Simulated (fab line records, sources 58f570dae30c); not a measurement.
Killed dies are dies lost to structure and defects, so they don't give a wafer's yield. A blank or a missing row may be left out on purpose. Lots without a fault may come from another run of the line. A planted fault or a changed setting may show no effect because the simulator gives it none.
One fault seen from 2 desks | flow berkeley_cmos170 | each desk has only its own numbers; what lay behind them comes last

THE TOOL OWNER'S DESK: lpcvd-02
The tool's own readings at UCB170_GATE_CVD_04 (deposits poly-Si from SiH4, time 1440 s, target thk 214 nm): means of the sampled wafers that have a number, for each lot that ran on this tool. A lot is out of limits, marked OUT, if its mean lies more than 4 standard deviations from the usual mean; the brackets give that distance.
Columns: A = spike_tc_centre_C at UCB170_GATE_CVD_04, usual 612.6 C; B = spike_tc_source_C at UCB170_GATE_CVD_04, usual 630.0 C
lot  | first seen here | A     | B
L406 | day 6 01:13     | 612.1 | 629.5
L408 | day 6 01:13     | 612.9 | 630.3
L409 | day 7 02:53     | 613.4 | 630.1
L410 | day 7 02:53     | 612.8 | 630.3
L411 | day 7 02:53     | 612.5 | 630.2
L412 | day 7 02:53     | 612.5 | 629.6
L415 | day 8 15:52     | 612.7 | 630.9
L417 | day 8 15:52     | 612.8 | 630.7
L419 | day 8 21:44     | 612.1 | 628.7
L420 | day 8 21:44     | 611.7 | 629.9
L427 | day 10 07:10    | 612.9 | 629.1
L429 | day 10 07:10    | 612.1 | 630.9
This desk's finding: nothing out of limits on any of the 12 lots.

THE METROLOGY DESK
What the gauges read, lot by lot, whatever tool the lot ran on: means of the sampled wafers that have a number. A lot is out of limits, marked OUT, if its mean lies more than 4 standard deviations from the usual mean; the brackets give that distance.
Columns: A = GATE_POLY_THK at UCB170_GATE_THK_MEAS_05, usual 213.5 nm
lot  | first seen here | A
L406 | day 6 02:37     | 210.6
L408 | day 6 02:37     | 209.1
L409 | day 7 04:17     | 211.3
L411 | day 7 04:17     | 212.7
L410 | day 7 04:18     | 212.9
L412 | day 7 04:20     | 214.2
L414 | day 8 01:26     | 211.7
L415 | day 8 17:17     | 213.3
L417 | day 8 17:21     | 212.2
L419 | day 8 23:08     | 215.5
L420 | day 8 23:09     | 216.9
L422 | day 9 14:52     | 211.2
L429 | day 10 08:34    | 237.6 (+8.9) OUT
L427 | day 10 08:34    | 233.2 (+7.3) OUT
This desk's finding: out of limits on L427, L429; first on L429, day 10 08:34 (GATE_POLY_THK at UCB170_GATE_THK_MEAS_05). In limits: L406, L408, L409, L411, L410, L412, L414, L415, L417, L419, L420, L422.

PUT TOGETHER
The metrology desk could have raised an alarm at day 10 08:34, on L427, L429.
The tool owner's desk saw nothing out of limits.
The tool owner's desk has L427, L429 on record, within its limits.
Of the lots named, all ran UCB170_GATE_CVD_04 on lpcvd-02.

WHAT THE SIMULATOR HAD PUT IN
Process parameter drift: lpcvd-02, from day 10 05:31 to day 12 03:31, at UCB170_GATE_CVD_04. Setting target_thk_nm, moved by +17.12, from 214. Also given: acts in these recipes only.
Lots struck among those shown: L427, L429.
Hours from the fault's start to each desk's first reading out of limits: the metrology desk, 3.
